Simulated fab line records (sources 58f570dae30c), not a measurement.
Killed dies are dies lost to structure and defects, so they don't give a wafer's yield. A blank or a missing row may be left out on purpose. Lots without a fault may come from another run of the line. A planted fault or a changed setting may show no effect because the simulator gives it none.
fab line records | flow berkeleyCmos170
[record] lots = 7 | wafers = 21 | lastDay = 11
route steps=331 shown CONTACT@217
lots that met no fault: taken from a fault-free run of the same line
startH: start of the lot's first displayed wafer, in hours after the record's first day | waitH: how many hours have passed since the lot's step before this one | " same as the row above | L1.1+2: a row that stands for several wafers | - either no value or no given start | * or withheld: withheld | < > ~ a bound
route shown NAME@n: names a module that has steps shown in the file, with the first one's number in the route | usual: mean/standard deviation taken from wafers without a fault | same: alike in all rows | chamber/n: place in a boat | sites: per-site readings | _std_site: standard deviation of those values | _edge_site: the outer-site mean with the inner-site mean subtracted | radiusMm: for every site, how far away it sits from the centre of the wafer | mask NAME#n: copy n | behind: the tool/chamber that last shaped the wafer | hold: reason for holding the lot/hours on hold/outcome of the hold | device: transistor that didn't switch, given as n, p or np | end of line: at the end of the route, the tests of the same wafers | a step with no rows: only its recipe | killed: at the first sort, the dies lost to defects and structure; wafer yield is something else | map: a wafer's dies, marking killed ones x, the rest . and places with no die _
set.NAME: setting as actually run; set.NAME@STEP: the setting as run at that earlier step | model.NAME: the simulator's own value behind a step, which no gauge read
lots seen at some steps along the route; tables by step, rows by wafer
services: from which hour (startH, from the record's first day; less than 0 if before it) a tool's chamber was out of use, for how many hours, and why
[[steps]]
[step UCB170_CONTACT_CVD_01]
[recipe] material = PSG | targetThkNm = 700 | tempC = 450 | precursor = SiH4/O2/PH3 | timeS = 2820 | pressureMtorr = 300 | sih4FlowSccm = 60 | o2FlowSccm = 90 | ph3FlowSccm = 25
[step UCB170_CONTACT_THK_MEAS_02]
[recipe] reads = PSG_of_CONTACT_CVD_01
[usual] CONTACT_PSG_THK = 700/5.1
lot.wafer | tool         | chamber | startH | waitH | CONTACT_PSG_THK[nm]
L323.3    | filmMetro-04 | -       | 164.87 | 0.0   | 698
L323.4    | "            | -       | "      | "     | 699
L323.5    | "            | -       | "      | "     | 704
L328.3    | filmMetro-03 | -       | 189.21 | 0.0   | 691
L328.4    | "            | -       | "      | "     | 693
L328.5    | "            | -       | "      | "     | 691
L336.1    | filmMetro-03 | -       | 208.94 | 0.0   | 699
L336.3    | "            | -       | "      | "     | 703
L336.5    | "            | -       | "      | "     | 705
L339.1    | filmMetro-03 | -       | 219.74 | 0.0   | 704
L339.2    | "            | -       | "      | "     | 705
L339.4    | "            | -       | "      | "     | 709
L338.1    | filmMetro-02 | -       | 221.29 | 0.0   | 700
L338.4    | "            | -       | "      | "     | 699
L338.5    | "            | -       | "      | "     | 701
L343.4    | filmMetro-02 | -       | 245.60 | 0.0   | 703
L343.5    | "            | -       | "      | "     | 696
L343.6    | "            | -       | "      | "     | 700
L345.1    | filmMetro-03 | -       | 246.64 | 0.0   | 701
L345.5    | "            | -       | "      | "     | 701
L345.6    | "            | -       | "      | "     | 697
[step UCB170_CONTACT_HMDS_03]
[recipe] primeTimeS = 60 | primeTempC = 100
[step UCB170_CONTACT_COAT_04]
[recipe] resist = KrF | spinRpm = 1500 | resistThkNm = 900
[step UCB170_CONTACT_SOFTBAKE_05]
[recipe] resist = KrF | tempC = 130 | timeS = 60
[step UCB170_CONTACT_STRIP_06]
[recipe] chemistry = O2 | powerW = 400 | pressureMtorr = 3500 | platenTempC = withheld | o2FlowSccm = 400 | overashFraction = 0.5
[usual] drypumpMotorCurrentA = 5.99/0.27 | oesProductAu = 0.734/0.0044 | stripTimeToEndpointS = 21.94/0.058
lot.wafer | tool           | chamber | startH | waitH | drypumpMotorCurrentA | oesProductAu | rfHoursCounterH | stripTimeToEndpointS
L323.3    | plasmaAsher-03 | 0       | 165.69 | 0.1   | 6.34                 | 0.733        | -               | 21.88
L323.4    | "              | 1       | "      | "     | 5.75                 | 0.731        | -               | 21.86
L323.5    | "              | 0       | "      | "     | 6.34                 | 0.741        | -               | 21.95
L328.3    | plasmaAsher-02 | 1       | 189.95 | 0.1   | 5.90                 | 0.734        | -               | 21.95
L328.4    | "              | 0       | "      | "     | 6.03                 | 0.738        | -               | 21.96
L328.5    | "              | 0       | "      | "     | 6.03                 | 0.730        | -               | 21.92
L336.1    | plasmaAsher-02 | 0       | 210.19 | 0.1   | 6.01                 | 0.730        | 49              | 22.01
L336.3    | "              | 0       | "      | "     | 6.02                 | 0.735        | -               | 21.96
L336.5    | "              | 1       | "      | "     | 5.94                 | 0.729        | -               | 21.95
L339.1    | plasmaAsher-01 | 0       | 220.46 | 0.1   | 5.55                 | 0.730        | 53              | 22.06
L339.2    | "              | 1       | "      | "     | 6.28                 | 0.731        | 53              | 21.92
L339.4    | "              | 0       | "      | "     | 5.52                 | 0.733        | -               | 21.96
L338.1    | plasmaAsher-03 | 1       | 221.94 | 0.1   | 5.77                 | 0.741        | 47              | 21.92
L338.4    | "              | 1       | "      | "     | 5.77                 | 0.731        | -               | 21.97
L338.5    | "              | 0       | "      | "     | 6.35                 | 0.732        | -               | 21.90
L343.4    | plasmaAsher-03 | 1       | 246.11 | 0.1   | 5.73                 | 0.730        | -               | 21.88
L343.5    | "              | 0       | "      | "     | 6.30                 | 0.731        | -               | 21.89
L343.6    | "              | 1       | "      | "     | 5.74                 | 0.738        | -               | 21.92
L345.1    | plasmaAsher-02 | 0       | 247.15 | 0.1   | 6.01                 | 0.732        | 53              | 21.97
L345.5    | "              | 1       | "      | "     | 5.94                 | 0.733        | -               | 22.00
L345.6    | "              | 0       | "      | "     | 6.01                 | 0.729        | -               | 22.01
[step UCB170_CONTACT_CLEAN_07]
[recipe] chemistry = SPM | tempC = 120 | timeS = 600
[step UCB170_CONTACT_RTA_08]
[recipe] tempC = 900 | timeS = 10 | ambient = N2
[usual] lampPowerPct = 21.2/1.4 | wafer_temp_C_max = 905.5/1.3
lot.wafer | tool         | chamber | startH | waitH | lampPowerPct | wafer_temp_C_max
L323.3    | rtpAnneal-01 | 0       | 165.95 | 0.0   | 22.5         | 904.3
L323.4    | "            | 0       | "      | "     | 22.5         | 905.2
L323.5    | "            | 0       | "      | "     | 22.5         | 905.4
L328.3    | rtpAnneal-02 | 0       | 190.86 | 0.0   | 19.7         | 906.1
L328.4    | "            | 0       | "      | "     | 19.7         | 904.8
L328.5    | "            | 0       | "      | "     | 19.7         | 906.5
L336.1    | rtpAnneal-01 | 0       | 210.48 | 0.0   | 22.5         | 904.9
L336.3    | "            | 0       | "      | "     | 22.5         | 905.9
L336.5    | "            | 0       | "      | "     | 22.5         | 904.8
L339.1    | rtpAnneal-01 | 0       | 220.97 | 0.0   | 22.5         | 904.0
L339.2    | "            | 0       | "      | "     | 22.5         | 904.4
L339.4    | "            | 0       | "      | "     | 22.5         | 903.4
L338.1    | rtpAnneal-02 | 0       | 222.91 | 0.0   | 19.7         | 906.2
L338.4    | "            | 0       | "      | "     | 19.7         | 905.2
L338.5    | "            | 0       | "      | "     | 19.7         | 905.7
L345.1    | rtpAnneal-02 | 0       | 248.03 | 0.0   | 19.7         | 905.2
L345.5    | "            | 0       | "      | "     | 19.7         | 906.9
L345.6    | "            | 0       | "      | "     | 19.7         | 905.8
L343.4    | rtpAnneal-01 | 0       | 248.07 | 0.0   | 22.5         | 904.4
L343.5    | "            | 0       | "      | "     | 22.5         | 904.3
L343.6    | "            | 0       | "      | "     | 22.5         | 904.8
[step UCB170_CONTACT_COAT_09]
[recipe] resist = BARC | tempC = withheld | timeS = withheld | spinRpm = 3000 | resistThkNm = withheld
[step UCB170_CONTACT_COAT_10]
[recipe] resist = KrF | spinRpm = 1500 | resistThkNm = 885.6
[step UCB170_CONTACT_SOFTBAKE_11]
[recipe] resist = KrF | tempC = 130 | timeS = 60
[step UCB170_CONTACT_EXPOSE_12]
[recipe] maskId = CONT | targetCdNm = 700 | na = 0.5 | sigmaOuter = 0.6 | sourceShape = conventional | doseMj = 35
[step UCB170_CONTACT_PEB_13]
[recipe] pebTempC = 130 | pebTimeS = withheld | resist = KrF
[usual] chillPlateTempC = 23.00/0.092 | exhaustPa = 45.1/1.2
lot.wafer | tool          | chamber | startH | waitH | chillPlateTempC | exhaustPa
L323.3    | lithoTrack-03 | 0       | 167.12 | 0.3   | 22.97           | 46.0
L323.4    | "             | 0       | "      | "     | 22.92           | 46.6
L323.5    | "             | 0       | "      | "     | 23.06           | 47.2
L328.3    | lithoTrack-02 | 0       | 192.49 | 0.7   | 23.06           | 45.9
L328.4    | "             | 0       | "      | "     | 23.06           | 44.6
L328.5    | "             | 0       | "      | "     | 22.99           | 45.1
L336.1    | lithoTrack-02 | -       | 212.26 | 0.5   | -               | -
L336.3    | "             | -       | "      | "     | -               | -
L336.5    | "             | -       | "      | "     | -               | -
L339.1    | lithoTrack-04 | -       | 221.73 | 0.1   | -               | -
L339.2    | "             | -       | "      | "     | -               | -
L339.4    | "             | -       | "      | "     | -               | -
L338.1    | lithoTrack-02 | -       | 224.29 | 0.5   | -               | -
L338.4    | "             | -       | "      | "     | -               | -
L338.5    | "             | -       | "      | "     | -               | -
L345.1    | lithoTrack-02 | 0       | 249    | -     | 23.02           | 44.5
L345.5    | "             | 0       | "      | "     | 22.88           | 43.9
L345.6    | "             | 0       | "      | "     | 23.00           | 44.9
L343.4    | lithoTrack-03 | 0       | 250.01 | 0.9   | 23.06           | 45.1
L343.5    | "             | 0       | "      | "     | 23.05           | 44.4
L343.6    | "             | 0       | "      | "     | 23.07           | 44.9
[step UCB170_CONTACT_DEVELOP_14]
[recipe] developer = TMAH | developTimeS = 45 | resist = KrF | devTempC = 21
[[services]]
tool           | chamber | startH | hours | kind
plasmaAsher-03 | -       | 233.64 | 2.1   | repair
plasmaAsher-01 | -       | 236.54 | 6.1   | repair
[[key]]
[firstSign] step = UCB170_CONTACT_PEB_13 | reading = toolRecord | direction = missing
effect none on later readings
metAt UCB170_CONTACT_PEB_13
struckWafers L336.1,L336.3,L336.5,L338.1,L338.4,L338.5,L339.1,L339.2,L339.4
laterRowsLeftOut L336.1,L336.3,L336.5,L338.1,L338.4,L338.5,L339.1,L339.2,L339.4
sortLeftOut L336.1,L336.3,L336.5,L338.1,L338.4,L338.5,L339.1,L339.2,L339.4
testerLeftOut L336,L338,L339
onsetBetween 192.49 212.26
[fault] kind = skippedStepWhole | tool = lithoTrack-02,lithoTrack-04 | chamber = - | onsetH = 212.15 | steps = UCB170_CONTACT_PEB_13 | scope = struckLotsOnly
// testerLeftOut: of these lots the tester's yield and bins aren't shown, on N5 and GAA mostly nor the transistor test; their killed dies are dies lost to structure and defects alone, not to doping, threshold or leakage, so they don't give the yield
// sortLeftOut: the simulated sort isn't trusted on such a fault, so these wafers' sort isn't shown, and their yield isn't known
// laterRowsLeftOut: the simulator's readings of these wafers behind a module that went badly wrong aren't trusted and aren't shown, but for the sort
